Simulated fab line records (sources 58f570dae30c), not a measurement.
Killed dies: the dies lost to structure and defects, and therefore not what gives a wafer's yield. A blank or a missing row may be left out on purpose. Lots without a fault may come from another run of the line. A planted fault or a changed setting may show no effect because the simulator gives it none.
Which tool was responsible?	flow berkeley cmos170	13 lots with 39 wafers sampled at 6 steps, on a route of 331 steps

== WHAT THE GAUGES READ, wafer by wafer ==
UCB170_M1_THK_MEAS_02: measures by xrf.
lot	measured	on	M1_AL_THK (nm)
L475	day 7 00:28	film metro-04	595 599 600
L474	day 7 01:29	film metro-03	601 617 602
L476	day 7 02:24	film metro-04	598 601 609
L478	day 7 13:44	film metro-04	606 608 607
L477	day 7 14:06	film metro-04	621 604 610
L479	day 7 23:05	film metro-03	604 589 600
L480	day 8 07:50	film metro-03	592 593 599
L481	day 8 18:53	film metro-02	599 595 589
L483	day 8 20:55	film metro-03	595 596 588
L485	day 9 02:40	film metro-02	596 598 601
L488	day 9 19:56	film metro-02	608 601 599
L490	day 10 02:16	film metro-02	611 592 597
L497	day 11 12:06	film metro-02	618 609 609

UCB170_V1_OVL_MEAS_13.
lot	measured	on	V1_OVL (nm)
L475	day 7 06:31	overlay-02	1 -12 -2
L474	day 7 10:17	overlay-02	4 9 1
L476	day 7 10:50	overlay-01	7 15 5
L478	day 7 22:02	overlay-02	0 2 0
L477	day 7 22:01	overlay-01	4 0 0
L479	day 8 07:19	overlay-01	-7 -3 -4
L480	day 8 17:31	overlay-01	5 1 1
L481	day 9 04:17	overlay-02	9 17 13
L483	day 9 04:35	overlay-02	-3 6 -5
L485	day 9 11:59	overlay-02	-5 -1 1
L488	day 10 04:26	overlay-01	5 0 -6
L490	day 10 09:10	overlay-02	-1 5 -6
L497	day 11 19:32	overlay-02	-5 -9 -1

UCB170_M2_RS_MEAS_02: uses a four-point probe to measure.
lot	measured	on	M2_AL_RS (ohm/sq)
L475	day 7 07:07	film metro-02	0.0316 0.0322 0.0316
L474	day 7 10:53	film metro-02	0.0332 0.0325 0.0320
L476	day 7 11:26	film metro-02	0.0323 0.0323 0.0318
L478	day 7 22:43	film metro-02	0.0329 0.0318 0.0320
L477	day 7 22:37	film metro-01	0.0314 0.0321 0.0316
L479	day 8 07:55	film metro-01	0.0318 0.0316 0.0323
L480	day 8 18:07	film metro-01	0.0321 0.0326 0.0328
L481	day 9 05:05	film metro-01	0.0324 0.0330 0.0317
L483	day 9 05:28	film metro-01	0.0313 0.0321 0.0317
L485	day 9 12:36	film metro-01	0.0321 0.0321 0.0328
L488	day 10 05:02	film metro-02	0.0322 0.0316 0.0322
L490	day 10 09:50	film metro-01	0.0327 0.0327 0.0330
L497	day 11 20:07	film metro-02	0.0318 0.0317 0.0318

UCB170_V2_CD_MEAS_90: target cd 700 nm.
lot	measured	on	cd nm (nm)
L475	day 7 12:41	cd sem-02	701.9 702.6 701.5
L474	day 7 16:48	cd sem-01	700.2 701.6 700.6
L476	day 7 17:11	cd sem-01	696.8 698.6 696.3
L478	day 8 04:02	cd sem-01	697.1 699.8 698.3
L477	day 8 03:33	cd sem-01	702.2 703.0 700.4
L479	day 8 13:51	cd sem-02	702.6 701.5 701.3
L480	day 9 00:05	cd sem-02	697.0 698.3 697.8
L481	day 9 12:11	cd sem-01	699.0 698.8 699.0
L483	day 9 12:19	cd sem-02	701.8 700.7 701.4
L485	day 9 19:02	cd sem-02	701.3 698.8 700.9
L488	day 10 10:07	cd sem-01	701.3 702.3 702.6
L490	day 10 15:57	cd sem-02	700.5 707.4 699.4
L497	day 12 01:31	cd sem-02	697.2 700.2 699.6

== TOOL THAT RAN EACH LOT (tool first, then ch and the chambers of the sampled wafers, then the start) ==
lot	UCB170_V2_ETCH_14	UCB170_V2_STRIP_15
L475	rie diel-03 ch 0,1,3, day 7 12:23	plasma asher-03 ch 0,1, day 7 12:34
L474	rie diel-02 ch 1,2,3, day 7 16:30	plasma asher-03 ch 0,1, day 7 16:41
L476	rie diel-01 ch 0,2,3, day 7 16:52	plasma asher-03 ch 0,1, day 7 17:04
L478	rie diel-01 ch 0,2,3, day 8 03:44	plasma asher-03 ch 0, day 8 03:55
L477	rie diel-02 ch 0,1,2, day 8 03:17	plasma asher-04 ch 0,1, day 8 03:27
L479	rie diel-02 ch 2,3, day 8 13:34	plasma asher-03 ch 0,1, day 8 13:44
L480	rie diel-03 ch 0,1,3, day 8 23:44	plasma asher-03 ch 0,1, day 8 23:55
L481	rie diel-03 ch 0,2,3, day 9 11:54	plasma asher-03 ch 0,1, day 9 12:05
L483	rie diel-02 ch 0,2,3, day 9 12:01	plasma asher-01 ch 1, day 9 12:11
L485	rie diel-03 ch 0,1,2, day 9 18:43	plasma asher-03 ch 0,1, day 9 18:54
L488	rie diel-01 ch 1,3, day 10 09:49	plasma asher-03 ch 0,1, day 10 10:00
L490	rie diel-01 ch 0,1,3, day 10 15:39	plasma asher-01 ch 0, day 10 15:50
L497	rie diel-02 ch 1,2,3, day 12 01:14	plasma asher-01 ch 0,1, day 12 01:25
- UCB170_V2_ETCH_14: etches SiO2 in CHF3/CF4/Ar, stops on Al, target depth 1250 nm, time 291 s.
- UCB170_V2_STRIP_15: strips in O2.

== WHAT THE TOOLS THEMSELVES READ (means of the sampled wafers that have a number; where no wafer has one, the mark that the record gives instead) ==
UCB170_V2_ETCH_14.
lot	tool	drypump motor current A (A)	oes product au (a.u.)	rf fwd power W (W)	throttle valve pct (%)
L475	rie diel-03	5.5	0.880	699.6	6.90
L474	rie diel-02	5.5	0.861	698.0	6.89
L476	rie diel-01	5.6	0.865	700.7	6.98
L478	rie diel-01	5.6	0.862	699.4	6.96
L477	rie diel-02	5.6	0.871	698.4	6.96
L479	rie diel-02	5.6	0.853	700.1	6.84
L480	rie diel-03	5.5	0.881	699.1	6.89
L481	rie diel-03	5.5	0.878	697.9	6.96
L483	rie diel-02	5.7	0.862	698.3	6.96
L485	rie diel-03	5.6	0.871	697.0	6.92
L488	rie diel-01	6.3	0.864	701.5	6.98
L490	rie diel-01	5.7	0.864	795.1	6.94
L497	rie diel-02	5.5	0.864	698.1	6.89

UCB170_V2_STRIP_15.
lot	tool	drypump motor current A (A)	oes product au (a.u.)	strip time to endpoint s (s)
L475	plasma asher-03	5.4	0.723	15.23
L474	plasma asher-03	5.6	0.720	15.14
L476	plasma asher-03	5.4	0.722	15.60
L478	plasma asher-03	5.8	0.722	15.65
L477	plasma asher-04	5.9	0.725	15.27
L479	plasma asher-03	5.6	0.722	15.19
L480	plasma asher-03	5.6	0.721	15.29
L481	plasma asher-03	5.6	0.721	15.20
L483	plasma asher-01	6.0	0.723	15.12
L485	plasma asher-03	5.4	0.719	15.21
L488	plasma asher-03	5.5	0.721	15.49
L490	plasma asher-01	5.5	0.720	15.04
L497	plasma asher-01	5.7	0.718	15.30

== THE ANSWER, worked out from the rows above alone ==
Rule: the usual values come from the lots themselves. Put in order of their means at a reading, lots are off if they are a third of the lots or fewer, leave a main group of 4 or more, and stand apart from it by a gap of 3 or more times the standard deviation of the main group's means; of several such gaps the widest counts. The tables above print the reading to a certain number of digits; a main group whose means all agree to those digits is not used. Also off: a lot with no number at a reading for which 4 or more lots have one. Where the step has rows for the other lots, those lots are counted as sound. After the gauges, taken in route order, come the tools' own readings; for these a lot's mean is taken, as printed above. At the first step where some lot is off, the reading lying furthest off is the one used; lots without a number count as furthest.
Off at UCB170_V2_ETCH_14 (rf fwd power W): L490. The main group: mean 699.0 W, standard deviation 1.2.
If a tool, at that step or one of the process steps before it, ran each lot that is off and ran no sound lot following the first of them, it fits. One candidate fits, namely rie diel-01 at UCB170_V2_ETCH_14. Its last sound lot is L488 (day 10 09:49), its first lot that is off L490 (day 10 15:39): a fault that began between those two fits.
On the lots that are off, the tool's own readings at UCB170_V2_ETCH_14 differ by more than 5 times the standard deviation of the sound lots' means, which bears it out; rf fwd power W reads 795.1 W there versus 699.0 W on the sound lots.

== WHAT WAS PUT IN BY THE SIMULATOR ==
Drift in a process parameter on rie diel-01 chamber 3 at UCB170_V2_ETCH_14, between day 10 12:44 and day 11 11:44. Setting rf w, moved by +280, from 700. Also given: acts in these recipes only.
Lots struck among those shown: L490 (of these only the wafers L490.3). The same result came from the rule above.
